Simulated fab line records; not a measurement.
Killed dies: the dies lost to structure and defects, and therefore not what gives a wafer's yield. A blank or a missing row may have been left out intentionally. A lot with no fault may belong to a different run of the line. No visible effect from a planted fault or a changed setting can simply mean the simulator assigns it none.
Which tool did it? | flow berkeley cmos170 | Sampling: 14 lots, 42 wafers, 2 of 331 route steps

== WHAT EACH GAUGE READ, for each wafer ==
UCB170_GATE_CD_MEAS_90: the cd target is 350 nm.
lot  | measured     | on        | cd nm (nm)
L267 | day 7 12:22  | cd sem-01 | 350.2 348.5 349.1
L268 | day 8 02:47  | cd sem-02 | 350.2 349.2 349.5
L269 | day 8 02:37  | cd sem-01 | 351.0 352.5 353.0
L272 | day 8 02:30  | cd sem-02 | 350.5 350.7 350.4
L273 | day 8 19:00  | cd sem-02 | 349.1 348.8 347.9
L277 | day 9 14:13  | cd sem-01 | 351.6 352.0 350.4
L278 | day 9 13:58  | cd sem-01 | 353.2 352.3 355.2
L280 | day 9 23:42  | cd sem-02 | - - -
L281 | day 10 06:51 | cd sem-01 | - - -
L284 | day 10 07:24 | cd sem-01 | 350.9 351.2 350.8
L285 | day 10 07:41 | cd sem-01 | 350.3 349.7 350.5
L286 | day 10 22:45 | cd sem-02 | 347.7 348.4 348.2
L287 | day 10 23:04 | cd sem-01 | 349.8 349.0 347.3
L288 | day 11 11:33 | cd sem-02 | 349.2 349.6 350.8

== EACH LOT AND THE TOOL THAT RAN IT (in order: tool; ch and the chambers of the sampled wafers; start) ==
lot  | UCB170_GATE_CVD_04
L267 | lpcvd-01 ch 1, day 7 08:35
L268 | lpcvd-01 ch 0, day 7 23:02
L269 | lpcvd-01 ch 1, day 7 23:02
L272 | lpcvd-01 ch 1, day 7 23:02
L273 | lpcvd-01 ch 0, day 8 15:59
L277 | lpcvd-02 ch 1, day 9 11:04
L278 | lpcvd-02 ch 0, day 9 11:04
L280 | lpcvd-01 ch 1, day 9 20:05
L281 | lpcvd-02 ch 0, day 10 03:59
L284 | lpcvd-02 ch 0, day 10 03:59
L285 | lpcvd-02 ch 0, day 10 03:59
L286 | lpcvd-01 ch 0, day 10 19:53
L287 | lpcvd-01 ch 1, day 10 19:53
L288 | lpcvd-01 ch 0, day 11 06:32
- UCB170_GATE_CVD_04: deposits poly-Si from SiH4, time 1440 s, target thk 214 nm.

== AS READ BY THE TOOLS THEMSELVES (means over the sampled wafers that have a number; for cases with no such wafer, the mark the record gives instead) ==
UCB170_GATE_CVD_04.
lot  | tool     | pressure mtorr (mTorr) | sih4 flow sccm (sccm) | spike tc load C (C)
L267 | lpcvd-01 | 373.2                  | 120.0                 | 635.6
L268 | lpcvd-01 | 375.2                  | 119.3                 | 634.3
L269 | lpcvd-01 | 375.3                  | 120.6                 | 634.2
L272 | lpcvd-01 | 376.0                  | 120.3                 | 634.5
L273 | lpcvd-01 | 375.3                  | 119.7                 | 635.0
L277 | lpcvd-02 | 374.8                  | 120.2                 | 628.2
L278 | lpcvd-02 | 375.3                  | 120.1                 | 636.4
L280 | lpcvd-01 | -                      | -                     | -
L281 | lpcvd-02 | -                      | -                     | -
L284 | lpcvd-02 | 375.0                  | 120.6                 | 634.5
L285 | lpcvd-02 | 375.6                  | 119.7                 | 635.2
L286 | lpcvd-01 | 374.5                  | 120.0                 | 634.9
L287 | lpcvd-01 | 375.0                  | 120.3                 | 634.6
L288 | lpcvd-01 | 375.2                  | 120.2                 | 634.4

== THE ANSWER, worked out from the rows above alone ==
Rule: the lots themselves supply what counts as usual. Put in order of their means at a reading, lots are off if they are a third of the lots or fewer, leave a main group of 4 or more, and stand apart from it by a gap of 3 or more times the standard deviation of the main group's means; of several such gaps the widest counts. The tables above print the reading to a certain number of digits; a main group whose means all agree to those digits is not used. A lot without any number at a reading at which 4 lots or more have one is off too. All remaining lots with rows at the step are treated as sound. The gauges are gone through in route order, then the tools' own readings, and for those a lot's mean is taken as printed above. The first step at which some lot is off is used, and at that step the reading that is off furthest; a lot without a number counts as furthest.
Off, at UCB170_GATE_CD_MEAS_90 on cd nm: L280, L281. Without a number there: L280, L281. Main group: mean 350.2 nm, sd 1.5.
If a tool, at a process step before that reading, ran all the lots that are off and no sound lot after the first of them, it fits. Not tried: the gauges at UCB170_GATE_CD_MEAS_90; whatever is off there is also off at UCB170_GATE_CVD_04, on other tools, and gauge error can't account for it. Not one of the candidates tried fits.

== WHAT THE SIMULATOR PUT IN ==
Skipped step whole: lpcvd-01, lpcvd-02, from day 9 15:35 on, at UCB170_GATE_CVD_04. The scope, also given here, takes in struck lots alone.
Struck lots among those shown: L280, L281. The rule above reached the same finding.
